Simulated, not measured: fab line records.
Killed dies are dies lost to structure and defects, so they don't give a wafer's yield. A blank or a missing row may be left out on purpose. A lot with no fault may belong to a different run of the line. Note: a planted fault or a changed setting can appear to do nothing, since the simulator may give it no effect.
One fault seen from 2 desks || flow berkeley_cmos170 || every desk sees just its own numbers, and what lay behind them comes last

== METROLOGY DESK ==
Means of the sampled wafers that have a number, per lot and without regard to the tool the lot ran on: this is what the gauges read. The brackets show how far a lot's mean lies from the usual mean; more than 4 standard deviations puts the lot out of limits, marked OUT.
Columns: A = GATE_POLY_THK at UCB170_GATE_THK_MEAS_05, usual 212.6 nm; B = cd_nm at UCB170_NSD_CD_MEAS_06, usual 1200.1 nm; C = V1_TEOS_THK at UCB170_V1_THK_MEAS_01, usual 1988 nm
{"lot": "L165", "first seen here": "day 6 13:15", "A": 216.1, "B": 1202.2, "C": 2005}
{"lot": "L167", "first seen here": "day 7 18:24", "A": 212.8, "B": 1200.4, "C": 2001}
{"lot": "L168", "first seen here": "day 7 18:28", "A": 209.3, "B": 1201.6, "C": 1962}
{"lot": "L169", "first seen here": "day 7 18:28", "A": 213.1, "B": 1201.4, "C": 2015}
{"lot": "L171", "first seen here": "day 8 17:32", "A": "224.6 (+6.6) OUT", "B": 1198.9, "C": 2014}
{"lot": "L172", "first seen here": "day 8 17:32", "A": "224.3 (+6.5) OUT", "B": 1198.6, "C": 2003}
{"lot": "L173", "first seen here": "day 9 00:10", "A": 213.5, "B": 1199.4, "C": 1956}
{"lot": "L181", "first seen here": "day 10 02:46", "A": 211.5, "B": 1202.1, "C": 2021}
{"lot": "L182", "first seen here": "day 10 20:00", "A": 210.5, "B": 1200.0, "C": 2004}
{"lot": "L183", "first seen here": "day 10 20:00", "A": 210.9, "B": 1200.4, "C": 1966}
{"lot": "L185", "first seen here": "day 11 06:47", "A": 210.4, "B": 1199.5, "C": 2024}
{"lot": "L186", "first seen here": "day 11 06:47", "A": 213.1, "B": 1200.1, "C": 1991}
{"lot": "L184", "first seen here": "day 11 06:50", "A": 215.1, "B": 1199.1, "C": 2015}
{"lot": "L188", "first seen here": "day 12 02:04", "A": 214.1, "B": 1200.4, "C": 1991}
Finding of this desk: L171, L172 out of limits, first seen on L171 at day 8 17:32 (GATE_POLY_THK at UCB170_GATE_THK_MEAS_05). Within limits: L165, L167, L168, L169, L173, L181, L182, L183, L185, L186, L184, L188.

== DESK OF THE TOOL OWNER: lpcvd-02 ==
The tool's own readings at UCB170_GATE_CVD_04 (deposits poly-Si from SiH4, time 1440 s, target thk 214 nm): means of the sampled wafers that have a number, for each lot that ran on this tool. The brackets show how far a lot's mean lies from the usual mean; more than 4 standard deviations puts the lot out of limits, marked OUT.
Columns: A = spike_tc_source_C at UCB170_GATE_CVD_04, usual 630 C; B = zone_power_load_pct at UCB170_GATE_CVD_04, usual 12.0 %
{"lot": "L165", "first seen here": "day 6 11:47", "A": 633, "B": 12.7}
{"lot": "L167", "first seen here": "day 7 17:00", "A": 633, "B": 12.4}
{"lot": "L168", "first seen here": "day 7 17:00", "A": 633, "B": 12.3}
{"lot": "L169", "first seen here": "day 7 17:00", "A": 634, "B": 12.2}
{"lot": "L171", "first seen here": "day 8 16:08", "A": 632, "B": 12.2}
{"lot": "L172", "first seen here": "day 8 16:08", "A": 633, "B": 12.3}
This desk found nothing out of limits on any of the 6 lots.

== TAKEN TOGETHER ==
An alarm was possible from the metrology desk at day 8 17:32, on L171, L172.
Nothing out of limits was seen by the tool owner's desk.
On record at the tool owner's desk: L171, L172, within its limits.
Every lot named ran UCB170_GATE_CVD_04 on lpcvd-02.

== WHAT THE SIMULATOR HAD INSERTED ==
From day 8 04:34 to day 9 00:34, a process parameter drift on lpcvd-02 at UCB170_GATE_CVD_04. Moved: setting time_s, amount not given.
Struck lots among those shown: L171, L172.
Per desk, hours elapsed from the start of the fault to the first reading out of limits: for the metrology desk, 13.
